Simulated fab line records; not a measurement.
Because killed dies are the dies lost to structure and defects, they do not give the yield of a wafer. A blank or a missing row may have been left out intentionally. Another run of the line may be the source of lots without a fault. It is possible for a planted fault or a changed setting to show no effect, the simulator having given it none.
A single fault, viewed from 2 desks :: flow berkeley cmos170 :: each desk holds nothing but its own numbers, with what lay behind them at the end

== THE TOOL OWNER'S DESK: pvd sputter-04 ==
The tool's own readings at UCB170_M1_SPUTTER_00 (material Al, target thk 600 nm, time 80 s): means of the sampled wafers that have a number, for each lot that ran on this tool. Any lot whose mean is over 4 standard deviations away from the usual mean is out of limits and marked OUT; that distance is given in the brackets.
Columns: A = cathode dc power W at UCB170_M1_SPUTTER_00, usual 6000.1 W; B = chamber pressure pa at UCB170_M1_SPUTTER_00, usual 0.4999 Pa; C = throttle valve pct at UCB170_M1_SPUTTER_00, usual 29.7 %
lot: L729
first seen here: day 7 22:17
A: 5999.5
B: 0.4989
C: 28.7

lot: L734
first seen here: day 9 02:23
A: 6000.6
B: 0.4988
C: 29.6

lot: L736
first seen here: day 9 13:07
A: 5999.4
B: 0.5014
C: 29.8

lot: L740
first seen here: day 10 02:56
A: 5999.8
B: 0.5786 (+79) OUT
C: 27.8

lot: L738
first seen here: day 10 05:25
A: 5999.0
B: 0.5780 (+78) OUT
C: 27.3

lot: L750
first seen here: day 13 12:46
A: 6000.9
B: 0.4999
C: 29.4
This desk's verdict: out of limits on L738, L740, starting with L740 at day 10 02:56 (chamber pressure pa at UCB170_M1_SPUTTER_00). Within limits: L729, L734, L736, L750.

== FROM THE METROLOGY DESK ==
Means of the sampled wafers that have a number, per lot and without regard to the tool the lot ran on: this is what the gauges read. Any lot whose mean is over 4 standard deviations away from the usual mean is out of limits and marked OUT; that distance is given in the brackets.
Columns: A = M1_AL_RS at UCB170_M1_RS_MEAS_01, usual 0.0487 ohm/sq; B = M1_AL_THK at UCB170_M1_THK_MEAS_02, usual 589 nm
lot: L729
first seen here: day 7 22:20
A: 0.0485
B: 593

lot: L731
first seen here: day 8 13:34
A: 0.0485
B: 589

lot: L733
first seen here: day 9 01:35
A: 0.0486
B: 587

lot: L734
first seen here: day 9 02:28
A: 0.0488
B: 589

lot: L736
first seen here: day 9 13:13
A: 0.0482
B: 589

lot: L740
first seen here: day 10 03:01
A: 0.0505
B: 572

lot: L738
first seen here: day 10 05:31
A: 0.0501
B: 569

lot: L744
first seen here: day 11 12:33
A: 0.0483
B: 595

lot: L746
first seen here: day 12 01:26
A: 0.0483
B: 595

lot: L747
first seen here: day 12 02:34
A: 0.0490
B: 586

lot: L748
first seen here: day 12 11:17
A: 0.0489
B: 590

lot: L752
first seen here: day 13 12:41
A: 0.0489
B: 590

lot: L750
first seen here: day 13 12:49
A: 0.0492
B: 583

lot: L751
first seen here: day 13 13:50
A: 0.0487
B: 592
This desk found nothing out of limits on any of the 14 lots.

== TAKEN TOGETHER ==
On L738, L740, at day 10 02:56, an alarm was possible from the tool owner's desk.
From the metrology desk's view, nothing was out of limits.
The metrology desk has L738, L740 on record, within its limits.
All the named lots went through UCB170_M1_SPUTTER_00 on pvd sputter-04.

== WHAT THE SIMULATOR PUT IN ==
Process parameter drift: pvd sputter-04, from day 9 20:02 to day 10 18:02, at UCB170_M1_SPUTTER_00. From 0.5, the setting chamber pressure pa moved by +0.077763. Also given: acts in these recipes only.
Struck lots among those shown: L738, L740.
Each desk's first reading out of limits, in hours after the fault started: the tool owner's desk, 7.
